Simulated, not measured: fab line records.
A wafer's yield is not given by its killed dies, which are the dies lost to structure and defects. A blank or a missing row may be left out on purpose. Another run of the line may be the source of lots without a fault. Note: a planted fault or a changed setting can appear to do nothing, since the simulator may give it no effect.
Lot-split experiment | flow berkeleyCmos170 | 23 wafers read from 5 lots, route of 331 steps

## ABOUT THE SPLIT
At UCB170_PFIELD_COAT_01 (resist thk 900 nm), the setting spinRpm was moved away from the recipe's 1500 rpm on 11 of the 23 wafers read, by -5.5% to +5.3%. This setting was run at the recipe's value on the other wafers.

The reading comes from the split's own step.

## THE READING
KrF_of_PFIELD_COAT_01.thkNm (the simulator's own value, which no gauge read), in nm, at UCB170_PFIELD_COAT_01 (resist thk 900 nm). The file does not state a usual value for it. The 12 wafers here that ran the recipe average 901.3 nm, standard deviation 2.6 nm.

wafer  | tool, chamber at the split | spinRpm as run, rpm | against the recipe | KrF_of_PFIELD_COAT_01.thkNm, nm | against lot-mates on the recipe
L075.1 | lithoTrack-03, 0           | 1500                | recipe             | 897.5                           | -
L075.2 | lithoTrack-03, 0           | 1500                | recipe             | 897.7                           | -
L075.4 | lithoTrack-03, 0           | 1500                | recipe             | 896.1                           | -
L075.5 | lithoTrack-03, 0           | 1572                | +4.8%              | 878.2                           | -18.9
L075.6 | lithoTrack-03, 0           | 1572                | +4.8%              | 876.6                           | -20.5
L081.1 | lithoTrack-04, 0           | 1500                | recipe             | 902.5                           | -
L081.2 | lithoTrack-04, 0           | 1579                | +5.3%              | 882.8                           | -19.4
L081.3 | lithoTrack-04, 0           | 1500                | recipe             | 901.8                           | -
L081.4 | lithoTrack-04, 0           | 1579                | +5.3%              | 881.1                           | -21.0
L081.5 | lithoTrack-04, 0           | 1579                | +5.3%              | 878.6                           | -23.5
L080.1 | lithoTrack-03, 0           | 1500                | recipe             | 905.4                           | -
L080.2 | lithoTrack-03, 0           | 1418                | -5.5%              | 928.2                           | +24.0
L080.4 | lithoTrack-03, 0           | 1500                | recipe             | 903                             | -
L080.5 | lithoTrack-03, 0           | 1418                | -5.5%              | 927.3                           | +23.1
L080.6 | lithoTrack-03, 0           | 1418                | -5.5%              | 928.6                           | +24.4
L083.3 | lithoTrack-04, 0           | 1500                | recipe             | 903.6                           | -
L083.4 | lithoTrack-04, 0           | 1500                | recipe             | 901.7                           | -
L083.5 | lithoTrack-04, 0           | 1500                | recipe             | 901.8                           | -
L085.1 | lithoTrack-03, 0           | 1500                | recipe             | 901.4                           | -
L085.3 | lithoTrack-03, 0           | 1550                | +3.3%              | 886.2                           | -15.8
L085.4 | lithoTrack-03, 0           | 1550                | +3.3%              | 886.8                           | -15.2
L085.5 | lithoTrack-03, 0           | 1500                | recipe             | 902.6                           | -
L085.6 | lithoTrack-03, 0           | 1550                | +3.3%              | 887.8                           | -14.2

FIT RESULTS
A straight line over all 23 wafers: KrF_of_PFIELD_COAT_01.thkNm changes by -4.54 nm for each +1% of spinRpm; r = -0.99; the points scatter about the line by 2.6 nm.
The same after taking each lot's own level away (the mean of its wafers on the recipe; 23 wafers): -4.24 nm for each +1%; r = -1.00; scatter 1.1 nm.
On that fit, the largest move of spinRpm shifts the reading by 23 nm.
Across the lots, their own levels run from 897.10 to 904.20 nm, a range of 2.7 times the standard deviation given above.
So the lot-to-lot level changes the slope little: the two slopes agree.
Check: with one of the wafers moved furthest among these (-5.5%) left out of the fit, the line predicts +23.2 nm for it against its lot-mates. Against them it came out at +24 nm.

## FURTHER SPLITS ON THESE WAFERS
Note: prior to the reading, these wafers also went through further splits. Each is held against what the fit with the lots' levels taken away leaves over:
other split on the same wafers       | wafers away from the commonest value | r with KrF_of_PFIELD_COAT_01.thkNm (lot level and that fit taken away)
UCB170_START_OXIDATION_02 tempC      | 18                                   | +0.00
UCB170_NWELL_COAT_07 spinRpm         | 12                                   | +0.05
UCB170_NWELL_DEVELOP_11 developTimeS | 6                                    | +0.13
UCB170_PWELL_IMPLANT_15 energyKev    | 10                                   | -0.27
UCB170_ACTIVE_CVD_05 timeS           | 15                                   | +0.25
UCB170_ACTIVE_ETCH_15 timeS          | 10                                   | +0.34

## THE WHOLE CHAIN: every reading that the file lists as answering this split, in the file's order
step                   | what it does      | reading                                                                      | change (the file's fit)              | r (the file's)
UCB170_PFIELD_COAT_01  | resist thk 900 nm | KrF_of_PFIELD_COAT_01.thkNm (the simulator's own value, which no gauge read) | -4.22 nm for each +1% of the setting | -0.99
UCB170_PFIELD_STRIP_08 | strips in O2      | stripTimeToEndpointS                                                         | withheld for each +1% of the setting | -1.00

## THE FILE'S OWN FIT
KrF_of_PFIELD_COAT_01.thkNm changes by -4.22 nm for each +1% of spinRpm, r = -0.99.
